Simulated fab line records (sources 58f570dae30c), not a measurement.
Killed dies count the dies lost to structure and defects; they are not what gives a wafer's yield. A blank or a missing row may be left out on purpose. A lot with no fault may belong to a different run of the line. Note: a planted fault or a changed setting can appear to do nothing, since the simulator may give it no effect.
Lot-split experiment -- flow berkeley cmos170 -- route with 331 steps; 5 lots, 23 wafers read

ABOUT THE SPLIT
At UCB170_M3_COAT_05 (resist thk 900 nm), the setting spin rpm was moved away from the recipe's 1500 rpm on 7 of the 23 wafers read, by -3.1% to +4.5%. This setting was run at the recipe's value on the other wafers.

The split's own step is where the reading is taken.

THE READING
KrF_of_M3_COAT_05.thk nm (the simulator's own value, which no gauge read), in nm, at UCB170_M3_COAT_05 (resist thk 900 nm). The file gives no usual value for it. Here, 16 wafers ran the recipe; their average is 901.1 nm with a standard deviation of 3.4 nm.

wafer,"tool, chamber at the split","spin rpm as run, rpm",against the recipe,"KrF_of_M3_COAT_05.thk nm, nm",against lot-mates on the recipe
L074.1,"litho track-03, 0",1567,+4.5%,882.4,-22.1
L074.2,"litho track-03, 0",1500,recipe,906,-
L074.4,"litho track-03, 0",1567,+4.5%,884.3,-20.2
L074.5,"litho track-03, 0",1500,recipe,903.5,-
L074.6,"litho track-03, 0",1500,recipe,904,-
L075.1,"litho track-01, 0",1500,recipe,896.1,-
L075.2,"litho track-01, 0",1500,recipe,895.9,-
L075.3,"litho track-01, 0",1500,recipe,894.7,-
L081.1,"litho track-04, 0",1500,recipe,899.8,-
L081.2,"litho track-04, 0",1500,recipe,899.8,-
L081.4,"litho track-04, 0",1500,recipe,899.9,-
L081.5,"litho track-04, 0",1500,recipe,899.1,-
L081.6,"litho track-04, 0",1500,recipe,900.9,-
L080.1,"litho track-01, 0",1500,recipe,906.8,-
L080.2,"litho track-01, 0",1500,recipe,902.9,-
L080.5,"litho track-01, 0",1500,recipe,902.9,-
L080.3,"litho track-01, 0",1531,+2.1%,896.3,-7.9
L080.4,"litho track-01, 0",1531,+2.1%,895.1,-9.1
L082.1,"litho track-01, 0",1453,-3.1%,918.6,+15.7
L082.2,"litho track-01, 0",1500,recipe,902.6,-
L082.3,"litho track-01, 0",1453,-3.1%,917.7,+14.8
L082.4,"litho track-01, 0",1500,recipe,903.2,-
L082.6,"litho track-01, 0",1453,-3.1%,919.7,+16.8

FIT RESULTS
A straight line over all 23 wafers: KrF_of_M3_COAT_05.thk nm changes by -4.49 nm for each +1% of spin rpm; r = -0.93; the points scatter about the line by 3.4 nm.
The same after taking each lot's own level away (the mean of its wafers on the recipe; 23 wafers): -4.79 nm for each +1%; r = -0.99; scatter 1.1 nm.
On that fit, the largest move of spin rpm shifts the reading by 21 nm.
Measured against the standard deviation above, the lots' own levels, which go from 895.57 to 904.50 nm, span 2.6 times it.
The two slopes are in agreement: the lot-to-lot level therefore moves the slope only a little.
Check: with one of the wafers moved furthest among these (+4.5%) left out of the fit, the line predicts -20.8 nm for it against its lot-mates. It came out at -22.1 nm against them.

THE WHOLE CHAIN: every reading that the file lists as answering this split, in the file's order
step,what it does,reading,change (the file's fit),r (the file's)
UCB170_M3_COAT_05,resist thk 900 nm,"KrF_of_M3_COAT_05.thk nm (the simulator's own value, which no gauge read)",-4.73 nm for each +1% of the setting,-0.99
UCB170_M3_STRIP_07,strips in O2,strip time to endpoint s,withheld for each +1% of the setting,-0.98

THE FILE'S OWN FIT
KrF_of_M3_COAT_05.thk nm changes by -4.73 nm for each +1% of spin rpm, r = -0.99.
